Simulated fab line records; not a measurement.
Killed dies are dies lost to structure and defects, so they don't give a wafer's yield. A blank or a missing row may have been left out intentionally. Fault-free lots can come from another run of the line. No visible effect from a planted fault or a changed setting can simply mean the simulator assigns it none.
A struck lot beside a sound one -- flow berkeleyCmos170 -- 16 out of 331 route steps
Sound: these wafers, L269.1, L269.4, L269.6. Wafers L286.3, L286.5, L286.6 were the ones struck. The cause is named last.
Each step with rows lists, per side, the tool, then ch with its chambers, then its first start. Under that, the readings that differ: sound wafers -- struck wafers -- difference of the means -- sigmas: that difference in standard deviations of wafers without a fault.
alike: readings with means less than 2 such deviations apart, plus words and numbers identical on both sides. not compared: withheld readings, readings lacking a value on some wafer, bounds such as >300 that could conceal the same value, and numbers that have no deviation in the record and whose values overlap.
The two part at a step that has a row with sigmas, a row that says differs or no value, or rows on one side only. Non-overlapping numbers with no deviation appear without sigmas and do not part them. A reading that every wafer of one side lacks parts them only if that side has two wafers or more.

first, 1 step without rows for these wafers: UCB170_PWELL_OXIDATION_02 (target thk 26.4 nm, ox time 1260 s).
UCB170_PWELL_THK_MEAS_03:
  sound: filmMetro-04 at day 3 05:47; struck: filmMetro-01 at day 7 01:43
  alike: PWELL_OXIDE_THK
then, 2 steps without rows for these wafers: UCB170_PWELL_ANNEAL_04 (time 900 s); UCB170_PWELL_CVD_05 (deposits Si3N4 from SiH2Cl2/NH3, target thk 220 nm, time 3300 s).
UCB170_PWELL_THK_MEAS_06:
  sound: filmMetro-01 at day 3 12:08; struck: filmMetro-03 at day 7 09:34
  alike: PWELL_NITRIDE_THK
then, 6 steps without rows for these wafers: UCB170_PWELL_HMDS_07 (prime time 60 s); UCB170_PWELL_COAT_08 (resist thk 900 nm); UCB170_PWELL_SOFTBAKE_09 (time 60 s); UCB170_PWELL_EXPOSE_10 (exposes mask PWELL, target cd 3000 nm); UCB170_PWELL_PEB_11; UCB170_PWELL_DEVELOP_12 (develop time 45 s).
UCB170_PWELL_OVL_MEAS_13:
  sound: overlay-01 at day 3 13:43; struck: overlay-02 at day 7 10:54
reading,sound,struck,difference,sigmas
PWELL_OVL (nm),-4 2 3,-15 -13 -9,-13,-2
UCB170_PWELL_ETCH_14: etches Si3N4 in CH3F/Ar/O2, stops on SiO2, target depth 242 nm, time 151 s.
  sound on rieDiel-01 ch 1,2,3, day 3 13:45; struck on rieDiel-03 ch 0,3, day 7 10:55
  no value came back on the struck wafers for any of 6 readings (CH3F_flow_sccm (sccm), O2_flow_sccm (sccm) and others); on the sound wafers CH3F_flow_sccm (sccm) reads 19.93 19.95 19.91
reading,sound,struck,difference,sigmas
model.KrF_of_PWELL_COAT_08.thkNm (nm),724.5 723 723.3,887.3 880.9 885.4,+160.9,
model.SiO2_of_PWELL_OXIDATION_02.thkNm (nm),24.44 24.05 24.33,27.13 27.28 27,+2.86,
  not compared: rfHoursCounterH
following that, these wafers have no rows for 1 step: UCB170_PWELL_IMPLANT_15.
UCB170_PWELL_STRIP_16: strips in O2.
  sound on plasmaAsher-01 ch 0,1, day 3 14:00; struck on plasmaAsher-03 ch 0,1, day 7 11:13
reading,sound,struck,difference,sigmas
oesProductAu (a.u.),0.724 0.721 0.723,0.732 0.737 0.735,+0.012,+3
stripTimeToEndpointS (s),18.09 18.04 18.06,21.66 21.51 21.62,+3.53,+37
  alike: drypumpMotorCurrentA
  not compared: rfHoursCounterH
UCB170_PWELL_TW_MEAS_17:
  sound: filmMetro-04 at day 3 14:06; struck: filmMetro-04 at day 7 11:17
  alike: PWELL_TW

WHERE THEY PART
First at UCB170_PWELL_OVL_MEAS_13; last, within this record, at UCB170_PWELL_STRIP_16. Later steps at which nothing parts them and some readings are alike: UCB170_PWELL_TW_MEAS_17.

WHY: what the simulator had put in
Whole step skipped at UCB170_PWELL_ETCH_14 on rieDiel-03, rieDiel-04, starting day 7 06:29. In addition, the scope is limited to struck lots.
